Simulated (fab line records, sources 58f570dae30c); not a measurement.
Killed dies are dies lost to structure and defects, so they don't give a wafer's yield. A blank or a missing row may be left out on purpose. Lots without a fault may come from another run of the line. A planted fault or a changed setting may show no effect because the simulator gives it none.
fab line records | flow berkeley_cmos170
record lots=5 wafers=23
route steps=331 shown M3@327
start_h: hours from the record's first day to the start of the lot's first wafer shown | wait_h: hours since the lot's step before | " the same as in the row above | L1.1+2: a row that stands for several wafers | - no value, or no start given | * or withheld: withheld | < > ~ a bound
route shown NAME@n: a module of which the file shows steps, and the number in the route of the first | usual: mean/standard deviation of fault-free wafers | same: alike in all rows | chamber/n: place in a boat | sites: the reading at each site | _std_site: their standard deviation | _edge_site: outer sites' mean less inner sites' | radius_mm: how far each site lies from the wafer's centre | mask NAME#n: copy n | behind: the tool/chamber that last shaped the wafer | hold: why the lot was held/for how many hours/how that ended | device: the transistor (n, p or np) that didn't switch | end of line: the same wafers' tests at the end of the route | a step without rows: its recipe alone | killed: dies lost to structure and defects at the first sort, not the wafer's yield | map: a wafer's dies, x killed, . not, _ none there
set.NAME: the setting as run; set.NAME@STEP: as run at that earlier step | model.NAME: the simulator's own value behind a step, which no gauge read
lots whose settings were changed on purpose; a table a step, a row a wafer
## steps
# step UCB170_M3_METAL_ETCH_18
# recipe chemistry=Cl2/BCl3 target=Al stop_on=SiO2 pressure_mtorr=12 target_depth_a=11700 over_etch_frac=0.3 time_s=195 icp_w=600 bias_w=120 Cl2_flow_sccm=90 bcl3_flow_sccm=45
# columns lot.wafer tool chamber start_h wait_h set.over_etch_frac set.peb_temp_c@M3_PEB_13 model.M3.cd_nm
L074.1 rie_metal-02 0 156.25 - 0.3671 130 699.2
L074.2 " 1 " " 0.3671 130 698
L074.3 " 0 " " 0.3671 131.2 692.2
L074.4 " 1 " " 0.3 131.2 692.4
L074.6 " 1 " " 0.3 130 699
L077.1 rie_metal-03 1 171.65 - 0.3 130 701.1
L077.2 " 0 " " 0.3 130 707.2
L077.3 " 0 " " 0.3 130 706.6
L077.5 " 0 " " 0.3 130 704.9
L077.6 " 1 " " 0.3 130 701.9
L079.2 rie_metal-02 0 190.97 - 0.3 130 701.7
L079.3 " 1 " " 0.3 130 697.2
L079.5 " 0 " " 0.3 130 701.6
L080.2 rie_metal-04 0 191.25 - 0.3686 133.3 682.8
L080.3 " 0 " " 0.3686 133.3 684.7
L080.4 " 1 " " 0.3 130 703.7
L080.5 " 0 " " 0.3686 130 704.9
L080.6 " 1 " " 0.3 130 701.8
L078.1 rie_metal-02 1 191.80 - 0.3 130 701
L078.2 " 0 " " 0.3 128.5 714.4
L078.3 " 0 " " 0.3 130 701.4
L078.4 " 1 " " 0.3 128.5 709.8
L078.6 " 0 " " 0.3 130 704.9
# step UCB170_M3_STRIP_19
# recipe chemistry=O2 power_w=400 pressure_mtorr=3500 platen_temp_c=withheld o2_flow_sccm=400 overash_fraction=0.5
# step UCB170_M3_CD_MEAS_90
# recipe target_cd_nm=700
# usual cd_nm=702.4/2.8
# columns lot.wafer tool chamber start_h wait_h set.peb_temp_c@M3_PEB_13 cd_nm
L074.1 cd_sem-01 - 156.54 0.1 130 699.4
L074.2 " - " " 130 697.6
L074.3 " - " " 131.2 692.3
L074.4 " - " " 131.2 692.0
L074.6 " - " " 130 699.1
L077.1 cd_sem-01 - 171.94 0.1 130 701.1
L077.2 " - " " 130 707.1
L077.3 " - " " 130 706.7
L077.5 " - " " 130 705.2
L077.6 " - " " 130 702.0
L079.2 cd_sem-02 - 191.28 0.1 130 701.8
L079.3 " - " " 130 697.2
L079.5 " - " " 130 701.4
L080.2 cd_sem-01 - 191.62 0.1 133.3 683.0
L080.3 " - " " 133.3 684.9
L080.4 " - " " 130 703.9
L080.5 " - " " 130 704.9
L080.6 " - " " 130 701.6
L078.1 cd_sem-02 - 192.09 0.1 130 700.7
L078.2 " - " " 128.5 714.3
L078.3 " - " " 130 701.3
L078.4 " - " " 128.5 709.8
L078.6 " - " " 130 705.0
## key
split step=UCB170_M3_METAL_ETCH_18 setting=over_etch_frac stated=0.3 by=wafer
response none clear
split outside_this_file step=UCB170_M3_PEB_13 setting=peb_temp_c
# split outside_this_file: this setting was split too, and the file shows its column; the key of that split is in another file
